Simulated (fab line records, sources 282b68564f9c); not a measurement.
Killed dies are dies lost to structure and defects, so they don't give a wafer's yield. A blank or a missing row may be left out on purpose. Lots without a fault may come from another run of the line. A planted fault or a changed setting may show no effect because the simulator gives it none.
fab line records | flow rit_cmos
record lots=14 wafers=42 last_day=7
route steps=202 shown ACTIVE@3 PWELL@48 WELLDRIVE@50 NWELL@51 NRETRO@62 M1@202
lots that met no fault: from a run of the same line without faults
start_h: hours from the record's first day to the start of the lot's first wafer shown | wait_h: hours since the lot's step before | " the same as in the row above | L1.1+2: a row that stands for several wafers | - no value, or no start given | * or withheld: withheld | < > ~ a bound
route shown NAME@n: a module of which the file shows steps, and the number in the route of the first | usual: mean/standard deviation of fault-free wafers | same: alike in all rows | chamber/n: place in a boat | sites: the reading at each site | _std_site: their standard deviation | _edge_site: outer sites' mean less inner sites' | radius_mm: how far each site lies from the wafer's centre | mask NAME#n: copy n | behind: the tool/chamber that last shaped the wafer | hold: why the lot was held/for how many hours/how that ended | device: the transistor (n, p or np) that didn't switch | end of line: the same wafers' tests at the end of the route | a step without rows: its recipe alone | killed: dies lost to structure and defects at the first sort, not the wafer's yield | map: a wafer's dies, x killed, . not, _ none there
set.NAME: the setting as run; set.NAME@STEP: as run at that earlier step | model.NAME: the simulator's own value behind a step, which no gauge read
steps of the route over a sample of lots; a table a step, a row a wafer
services: from which hour (start_h, from the record's first day; less than 0 if before it) a tool's chamber was out of use, for how many hours, and why
## steps
# step RIT_ACTIVE_THK_MEAS_02
# recipe reads=SiO2_of_ACTIVE_OXIDATION_01
# usual ACTIVE_OXIDE_THK=47.0/1
# columns lot.wafer tool chamber start_h wait_h ACTIVE_OXIDE_THK[nm]
L973.1 film_metro-03 - 12.42 0.0 48.9
L973.2 " - " " 47.5
L973.4 " - " " 48.2
L974.2 film_metro-02 - 17.94 0.0 47.2
L974.3 " - " " 47.8
L974.5 " - " " 47.6
L975.1 film_metro-03 - 23.39 0.0 46.2
L975.4 " - " " 46.4
L975.6 " - " " 47.1
L976.1 film_metro-03 - 28.09 0.0 47.8
L976.4 " - " " 47.2
L976.6 " - " " 47.0
L977.3 film_metro-03 - 32.74 0.0 48.6
L977.5 " - " " 48.9
L977.6 " - " " 48.7
L981.2 film_metro-01 - 52.76 0.0 48.3
L981.3 " - " " 47.6
L981.6 " - " " 48.0
L982.1 film_metro-01 - 57.05 0.0 47.8
L982.4 " - " " 46.8
L982.5 " - " " 47.7
L983.1 film_metro-02 - 64.35 0.0 46.9
L983.2 " - " " 46.5
L983.3 " - " " 46.7
L984.3 film_metro-02 - 67.63 0.0 44.6
L984.4 " - " " 44.9
L984.5 " - " " 45.1
L985.2 film_metro-02 - 72.68 0.0 45.5
L985.5 " - " " 46.2
L985.6 " - " " 46.7
L990.3 film_metro-01 - 98.92 0.0 47.2
L990.4 " - " " 47.3
L990.5 " - " " 46.7
L991.1 film_metro-01 - 102.97 0.0 46.7
L991.5 " - " " 46.1
L991.6 " - " " 46.5
L992.1 film_metro-02 - 107.37 0.0 46.4
L992.2 " - " " 47.7
L992.3 " - " " 47.3
L995.1 film_metro-03 - 122.55 0.0 48.0
L995.5 " - " " 47.3
L995.6 " - " " 47.4
# step RIT_PWELL_STRIP_09
# recipe chemistry=O2 time_s=180 resist=NOVOLAK platen_temp_c=withheld power_w=500 pressure_mtorr=4000 o2_flow_sccm=4000
# usual drypump_motor_current_A=5.8/0.33
# columns lot.wafer tool chamber start_h wait_h drypump_motor_current_A rf_hours_counter_h
L973.1 plasma_asher-04 1 25.27 0.1 5.9 37
L973.2 " 0 " " 5.4 37
L973.4 " 0 " " 5.4 -
L974.2 plasma_asher-04 0 28.94 0.1 5.4 37
L974.3 " 1 " " 5.9 -
L974.5 " 1 " " 5.9 -
L975.1 plasma_asher-03 0 33.65 0.1 6.3 22
L975.4 " 0 " " 6.3 -
L975.6 " 1 " " 5.8 -
L976.1 plasma_asher-03 1 40.06 0.1 5.9 23
L976.4 " 1 " " 5.8 -
L976.6 " 1 " " 5.8 -
L977.3 plasma_asher-02 0 44.09 0.1 6.2 -
L977.5 " 0 " " 6.2 -
L977.6 " 1 " " 5.5 -
L981.2 plasma_asher-04 1 65.88 0.1 5.9 40
L981.3 " 0 " " 5.4 -
L981.6 " 0 " " 5.4 -
L982.1 plasma_asher-03 0 70.35 0.1 6.4 27
L982.4 " 0 " " 6.3 -
L982.5 " 1 " " 5.8 -
L983.1 plasma_asher-02 1 74.54 0.1 5.5 44
L983.2 " 0 " " 6.2 44
L983.3 " 0 " " 6.2 -
L984.3 plasma_asher-03 0 82.35 0.1 6.3 -
L984.4 " 1 " " 5.8 -
L984.5 " 1 " " 5.9 -
L985.2 plasma_asher-03 1 85.01 0.1 5.8 28
L985.5 " 1 " " 5.8 -
L985.6 " 0 " " 6.3 -
L990.3 plasma_asher-04 0 112.75 0.1 5.4 -
L990.4 " 1 " " 5.9 -
L990.5 " 1 " " 5.9 -
L991.1 plasma_asher-04 1 117.94 0.1 5.9 46
L991.5 " 0 " " 5.4 -
L991.6 " 1 " " 5.9 -
L992.1 plasma_asher-04 1 120.83 0.1 5.9 47
L992.2 " 0 " " 5.4 47
L992.3 " 0 " " 5.4 -
L995.1 plasma_asher-04 0 133.56 0.1 5.4 48
L995.5 " 0 " " 5.4 -
L995.6 " 1 " " 5.9 -
# step RIT_WELLDRIVE_ANNEAL_00
# recipe temp_c=1100 time_s=14700 ambient=N2
# usual run_length_s=18268/4.8 spike_tc_load_C=1128.1/2.6
# columns lot.wafer tool chamber start_h wait_h run_length_s spike_tc_load_C
L973.1 furnace-03 0 26.18 0.7 18271 1125.9
L973.2 " 0 " " 18271 1124.4
L973.4 " 0 " " 18271 1125.3
L974.2 furnace-04 0 29.66 0.5 18268 1129.4
L974.3 " 0 " " 18268 1129.1
L974.5 " 0 " " 18268 1128.7
L975.1 furnace-01 0 34.63 0.8 18264 1131.9
L975.4 " 0 " " 18264 1128.9
L975.6 " 0 " " 18264 1131.4
L976.1 furnace-04 0 40.30 0.1 18266 1129.2
L976.4 " 0 " " 18266 1128.1
L976.6 " 0 " " 18266 1126.4
L977.3 furnace-01 0 44.66 0.4 18269 1130.8
L977.5 " 0 " " 18269 1129.2
L977.6 " 0 " " 18269 1130.0
L981.2 furnace-04 0 66.65 0.6 18267 1130.0
L981.3 " 0 " " 18267 1128.9
L981.6 " 0 " " 18267 1128.0
L982.1 furnace-01 0 72.10 1.6 18258 1131.9
L982.4 " 0 " " 18258 1129.5
L982.5 " 0 " " 18258 1131.2
L983.1 furnace-04 0 74.77 0.1 15326 1127.7
L983.2 " 0 " " 15326 1128.9
L983.3 " 0 " " 15326 1129.6
L984.3 furnace-04 0 83.10 0.6 15336 1126.3
L984.4 " 0 " " 15336 1127.8
L984.5 " 0 " " 15336 1128.9
L985.2 furnace-03 0 86.09 0.9 18267 1124.5
L985.5 " 0 " " 18267 1125.0
L985.6 " 0 " " 18267 1125.1
L990.3 furnace-03 0 113.94 1.0 18262 1124.3
L990.4 " 0 " " 18262 1124.8
L990.5 " 0 " " 18262 1121.8
L991.1 furnace-01 0 118.17 0.1 18266 1132.5
L991.5 " 0 " " 18266 1132.0
L991.6 " 0 " " 18266 1132.4
L992.1 furnace-03 0 121.57 0.6 18272 1124.7
L992.2 " 0 " " 18272 1123.1
L992.3 " 0 " " 18272 1124.1
L995.1 furnace-01 0 135.64 1.9 18271 1132.1
L995.5 " 0 " " 18271 1131.6
L995.6 " 0 " " 18271 1130.7
# step RIT_WELLDRIVE_RS_MEAS_01
# recipe thk_meas_gauge=four-point-probe
# usual NWELL_RS=275.5/0.7
# columns lot.wafer tool chamber start_h wait_h NWELL_RS[ohm/sq]
L973.1 film_metro-04 - 31.26 0.0 274.0
L973.2 " - " " 274.5
L973.4 " - " " 274.9
L974.2 film_metro-04 - 34.76 0.0 275.1
L974.3 " - " " 275.6
L974.5 " - " " 274.8
L975.1 film_metro-03 - 39.72 0.0 276.0
L975.4 " - " " 276.2
L975.6 " - " " 276.5
L976.1 film_metro-03 - 45.38 0.0 275.5
L976.4 " - " " 274.8
L976.6 " - " " 276.0
L977.3 film_metro-04 - 49.78 0.0 276.6
L977.5 " - " " 276.7
L977.6 " - " " 277.2
L981.2 film_metro-02 - 71.76 0.0 276.2
L981.3 " - " " 275.1
L981.6 " - " " 276.8
L982.1 film_metro-04 - 77.18 0.0 274.6
L982.4 " - " " 274.1
L982.5 " - " " 274.8
L983.1 film_metro-04 - 79.86 0.8 286.3
L983.2 " - " " 286.0
L983.3 " - " " 285.8
L984.3 film_metro-04 - 88.23 0.9 286.6
L984.4 " - " " 286.1
L984.5 " - " " 286.6
L985.2 film_metro-03 - 91.19 0.0 274.8
L985.5 " - " " 276.2
L985.6 " - " " 274.7
L990.3 film_metro-03 - 119.06 0.0 275.0
L990.4 " - " " 275.9
L990.5 " - " " 275.7
L991.1 film_metro-03 - 123.26 0.0 275.4
L991.5 " - " " 275.1
L991.6 " - " " 275.7
L992.1 film_metro-02 - 126.66 0.0 276.1
L992.2 " - " " 275.3
L992.3 " - " " 275.5
L995.1 film_metro-04 - 140.72 0.0 275.0
L995.5 " - " " 275.0
L995.6 " - " " 274.8
# step RIT_WELLDRIVE_RS_MEAS_02
# recipe thk_meas_gauge=four-point-probe
# usual PWELL_RS=429.7/0.94
# columns lot.wafer tool chamber start_h wait_h PWELL_RS[ohm/sq]
L973.1 film_metro-04 - 31.38 0.1 428.4
L973.2 " - " " 429.6
L973.4 " - " " 429.7
L974.2 film_metro-04 - 34.88 0.1 429.4
L974.3 " - " " 429.8
L974.5 " - " " 429.4
L975.1 film_metro-03 - 39.84 0.1 429.4
L975.4 " - " " 428.9
L975.6 " - " " 430.3
L976.1 film_metro-03 - 45.50 0.1 429.3
L976.4 " - " " 429.1
L976.6 " - " " 430.3
L977.3 film_metro-04 - 49.90 0.1 428.6
L977.5 " - " " 427.3
L977.6 " - " " 428.4
L981.2 film_metro-02 - 71.88 0.1 429.8
L981.3 " - " " 429.0
L981.6 " - " " 428.9
L982.1 film_metro-04 - 77.30 0.1 430.7
L982.4 " - " " 429.3
L982.5 " - " " 430.5
L983.1 film_metro-04 - 79.98 0.1 441.0
L983.2 " - " " 440.5
L983.3 " - " " 441.5
L984.3 film_metro-04 - 88.35 0.1 441.1
L984.4 " - " " 440.7
L984.5 " - " " 440.0
L985.2 film_metro-03 - 91.31 0.1 430.5
L985.5 " - " " 430.2
L985.6 " - " " 431.2
L990.3 film_metro-03 - 119.18 0.1 429.6
L990.4 " - " " 429.1
L990.5 " - " " 428.6
L991.1 film_metro-03 - 123.38 0.1 429.3
L991.5 " - " " 430.1
L991.6 " - " " 429.9
L992.1 film_metro-02 - 126.78 0.1 432.1
L992.2 " - " " 432.0
L992.3 " - " " 430.1
L995.1 film_metro-04 - 140.84 0.1 429.6
L995.5 " - " " 428.9
L995.6 " - " " 428.8
# step RIT_NRETRO_STRIP_09
# recipe chemistry=O2 time_s=180 resist=NOVOLAK platen_temp_c=withheld power_w=500 pressure_mtorr=4000 o2_flow_sccm=4000
# usual drypump_motor_current_A=5.7/0.53
# columns lot.wafer tool chamber start_h wait_h drypump_motor_current_A rf_hours_counter_h
L973.1 plasma_asher-01 1 33.11 0.1 5.0 40
L973.2 " 0 " " 4.9 40
L973.4 " 0 " " 4.9 -
L974.2 plasma_asher-01 0 36.62 0.1 4.9 41
L974.3 " 0 " " 4.9 -
L974.5 " 1 " " 5.0 -
L975.1 plasma_asher-02 0 41.27 0.1 6.2 41
L975.4 " 1 " " 5.5 -
L975.6 " 0 " " 6.2 -
L976.1 plasma_asher-02 1 47.00 0.1 5.5 42
L976.4 " 1 " " 5.5 -
L976.6 " 1 " " 5.5 -
L977.3 plasma_asher-01 0 51.35 0.1 4.9 -
L977.5 " 0 " " 4.9 -
L977.6 " 1 " " 5.0 -
L981.2 plasma_asher-03 0 73.29 0.1 6.3 27
L981.3 " 0 " " 6.3 -
L981.6 " 1 " " 5.8 -
L982.1 plasma_asher-03 1 78.86 0.1 5.8 28
L982.4 " 0 " " 6.3 -
L982.5 " 1 " " 5.8 -
L983.1 plasma_asher-02 1 81.41 0.1 5.5 45
L983.2 " 0 " " 6.2 45
L983.3 " 1 " " 5.5 -
L984.3 plasma_asher-01 0 90.05 0.1 5.0 -
L984.4 " 1 " " 5.0 -
L984.5 " 1 " " 5.0 -
L985.2 plasma_asher-03 1 92.73 0.1 5.8 29
L985.5 " 1 " " 5.8 -
L985.6 " 0 " " 6.3 -
L990.3 plasma_asher-02 1 120.64 0.1 5.5 -
L990.4 " 0 " " 6.2 -
L990.5 " 0 " " 6.2 -
L991.1 plasma_asher-02 0 124.81 0.1 6.2 50
L991.5 " 1 " " 5.5 -
L991.6 " 0 " " 6.2 -
L992.1 plasma_asher-03 1 128.44 0.1 5.9 32
L992.2 " 0 " " 6.3 32
L992.3 " 1 " " 5.8 -
L995.1 plasma_asher-02 0 142.28 0.1 6.2 52
L995.5 " 1 " " 5.5 -
L995.6 " 0 " " 6.2 -
# step RIT_M1_PROBE_99
# usual killed_at_M0_to_M3=0.0/0.083 killed_at_contacts=0.0/0.18 killed_at_front_end=7/3.4 killed_dies=7/3.4 killed_open=3.4/2 killed_short=3.6/2.1
# same gross_dies=264 killed_at_M4_up=0 killed_at_back_side=0 killed_at_other=0
# columns lot.wafer tool chamber start_h wait_h killed_at_M0_to_M3 killed_at_contacts killed_at_front_end killed_dies killed_open killed_short
L977.3 prober-02 - 80.56 0.2 0 0 9 9 4 5
L977.5 prober-02 - 80.66 0.2 0 0 9 9 2 7
L977.6 prober-02 - 80.71 0.2 0 0 5 5 2 3
L981.2 prober-02 - 103.82 0.1 0 0 4 4 2 2
L981.3 prober-02 - 103.87 0.2 0 0 3 3 2 1
L981.6 prober-02 - 104.02 0.2 0 0 5 5 1 4
L982.1 prober-01 - 107.08 0.1 0 0 10 10 6 4
L982.4 prober-01 - 107.23 0.2 0 0 9 9 5 4
L982.5 prober-01 - 107.28 0.2 0 0 12 12 6 6
L983.1 prober-02 - 113.74 0.1 0 1 8 9 4 5
L983.2 prober-02 - 113.79 0.1 0 0 8 8 4 4
L983.3 prober-02 - 113.84 0.2 0 0 7 7 3 4
L985.2 prober-02 - 121.08 0.1 0 0 11 11 7 4
L985.5 prober-02 - 121.23 0.2 0 0 7 7 2 5
L985.6 prober-02 - 121.28 0.2 0 0 7 7 4 3
L984.3 prober-01 - 122.94 0.2 0 0 13 13 6 7
L984.4 prober-01 - 122.99 0.2 0 0 7 7 3 4
L984.5 prober-01 - 123.04 0.2 0 0 10 10 7 3
L991.1 prober-02 - 152.74 0.1 0 0 1 1 1 0
L991.5 prober-02 - 152.94 0.2 0 0 4 4 1 3
L991.6 prober-02 - 152.99 0.2 0 0 4 4 1 3
L992.1 prober-01 - 157.45 0.1 0 0 5 5 4 1
L992.2 prober-01 - 157.50 0.1 0 0 14 14 5 9
L992.3 prober-01 - 157.55 0.2 0 0 5 5 4 1
# killed by level:class
L977.3 REOX:geometric_particle:short=3 GATE:geometric_particle:open=2 FOX2:geometric_particle:open=1 GATE:geometric_particle:short=1 REOX:geometric_particle:open=1 SILICIDE:geometric_particle:short=1
L977.5 GATE:geometric_particle:short=4 SILICIDE:geometric_particle:short=2 FOX2:geometric_particle:short=1 GATE:geometric_particle:open=1 SPACER:geometric_particle:open=1
L977.6 GATE:geometric_particle:open=2 REOX:geometric_particle:short=2 GATE:geometric_particle:short=1
L981.2 FOX2:geometric_particle:short=1 GATE:geometric_particle:short=1 REOX:geometric_particle:open=1 SILICIDE:geometric_particle:open=1
L981.3 GATE:geometric_particle:open=1 REOX:geometric_particle:short=1 SILICIDE:geometric_particle:open=1
L981.6 GATE:geometric_particle:short=3 SPACER:geometric_particle:open=1 SPACER:geometric_particle:short=1
L982.1 REOX:geometric_particle:open=3 FOX1:geometric_particle:open=2 SILICIDE:geometric_particle:short=2 GATE:geometric_particle:open=1 REOX:geometric_particle:short=1 SPACER:geometric_particle:short=1
L982.4 GATE:geometric_particle:open=3 GATE:geometric_particle:short=2 FOX2:geometric_particle:short=1 REOX:geometric_particle:open=1 SILICIDE:geometric_particle:short=1 SILICIDE:geometric_particle:open=1
L982.5 GATE:geometric_particle:open=2 GATE:geometric_particle:short=2 REOX:geometric_particle:short=2 FOX1:geometric_particle:short=1 FOX2:geometric_particle:open=1 REOX:geometric_particle:open=1 SPACER:geometric_particle:open=1 SILICIDE:geometric_particle:open=1
L983.1 GATE:geometric_particle:open=4 GATE:geometric_particle:short=3 SILICIDE:geometric_particle:short=1 CONTACT:geometric_particle:short=1
L983.2 GATE:geometric_particle:open=2 SILICIDE:geometric_particle:short=2 FOX1:geometric_particle:open=1 GATE:geometric_particle:short=1 REOX:geometric_particle:short=1 REOX:geometric_particle:open=1
L983.3 GATE:geometric_particle:short=3 FOX1:geometric_particle:open=2 SPACER:geometric_particle:open=1 SILICIDE:geometric_particle:short=1
L985.2 SPACER:geometric_particle:open=3 FOX1:geometric_particle:open=1 FOX1:geometric_particle:short=1 FOX2:geometric_particle:open=1 GATE:geometric_particle:short=1 GATE:geometric_particle:open=1 REOX:geometric_particle:open=1 SPACER:geometric_particle:short=1
L985.5 GATE:geometric_particle:short=3 GATE:geometric_particle:open=1 SPACER:geometric_particle:short=1 SILICIDE:geometric_particle:short=1 SILICIDE:geometric_particle:open=1
L985.6 FOX1:geometric_particle:open=2 GATE:geometric_particle:short=2 GATE:geometric_particle:open=1 REOX:geometric_particle:open=1 REOX:geometric_particle:short=1
L984.3 FOX1:geometric_particle:open=2 FOX1:geometric_particle:short=2 REOX:geometric_particle:short=2 FOX2:geometric_particle:open=1 FOX2:geometric_particle:short=1 GATE:geometric_particle:short=1 GATE:geometric_particle:open=1 SPACER:geometric_particle:open=1
L984.4 REOX:geometric_particle:short=3 SILICIDE:geometric_particle:open=2 GATE:geometric_particle:open=1 GATE:geometric_particle:short=1
L984.5 GATE:geometric_particle:open=4 FOX1:geometric_particle:short=2 FOX1:geometric_particle:open=1 FOX2:geometric_particle:open=1 SILICIDE:geometric_particle:short=1 SILICIDE:geometric_particle:open=1
L991.1 GATE:geometric_particle:open=1
L991.5 GATE:geometric_particle:short=2 FOX1:geometric_particle:open=1 SPACER:geometric_particle:short=1
L991.6 GATE:geometric_particle:short=2 GATE:geometric_particle:open=1 SPACER:geometric_particle:short=1
L992.1 FOX1:geometric_particle:open=1 REOX:geometric_particle:open=1 SPACER:geometric_particle:short=1 SPACER:geometric_particle:open=1 SILICIDE:geometric_particle:open=1
L992.2 GATE:geometric_particle:short=4 SPACER:geometric_particle:short=4 GATE:geometric_particle:open=3 SPACER:geometric_particle:open=1 SILICIDE:geometric_particle:open=1 SILICIDE:geometric_particle:short=1
L992.3 SPACER:geometric_particle:open=2 FOX2:geometric_particle:open=1 GATE:geometric_particle:open=1 GATE:geometric_particle:short=1
## services
# columns tool chamber start_h hours kind
plasma_asher-04 - 10.15 1.2 repair
plasma_asher-01 - 16.35 1.0 repair
plasma_asher-01 - 40.16 3.9 repair
plasma_asher-04 - 46.52 3.4 repair
plasma_asher-02 - 52.80 3.8 repair
plasma_asher-04 - 59.29 5.9 repair
plasma_asher-04 - 68.83 0.6 repair
plasma_asher-03 - 101.48 7.2 repair
plasma_asher-01 - 108.75 9.0 pm
plasma_asher-01 0 108.75 9.0 vent_cycle
plasma_asher-01 1 108.75 9.0 vent_cycle
furnace-04 - 109.51 3.7 pm
furnace-01 - 111.23 1.6 pm
plasma_asher-01 0 117.75 - clean
plasma_asher-01 1 117.75 - clean
## key
first_sign step=RIT_WELLDRIVE_ANNEAL_00 reading=run_length_s direction=down sigmas=99+ usual=* struck=*
effect step=RIT_WELLDRIVE_RS_MEAS_01 reading=NWELL_RS direction=up sigmas=15 usual=275.5 struck=286.3
effect step=RIT_WELLDRIVE_RS_MEAS_02 reading=PWELL_RS direction=up sigmas=12 usual=429.7 struck=440.8
met_at RIT_WELLDRIVE_ANNEAL_00
struck_lots L983,L984
tester_left_out L983,L984
not_acting_at RIT_ACTIVE_THK_MEAS_02,RIT_PWELL_STRIP_09,RIT_NRETRO_STRIP_09
fault kind=process_parameter_drift tool=furnace-04 chamber=- onset_h=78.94 steps=RIT_WELLDRIVE_ANNEAL_00 channel=time_s offset=* shape=step end_h=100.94 acts_in=* stated=*
# tester_left_out: of these lots the tester's yield and bins aren't shown, on N5 and GAA mostly nor the transistor test; their killed dies are dies lost to structure and defects alone, not to doping, threshold or leakage, so they don't give the yield
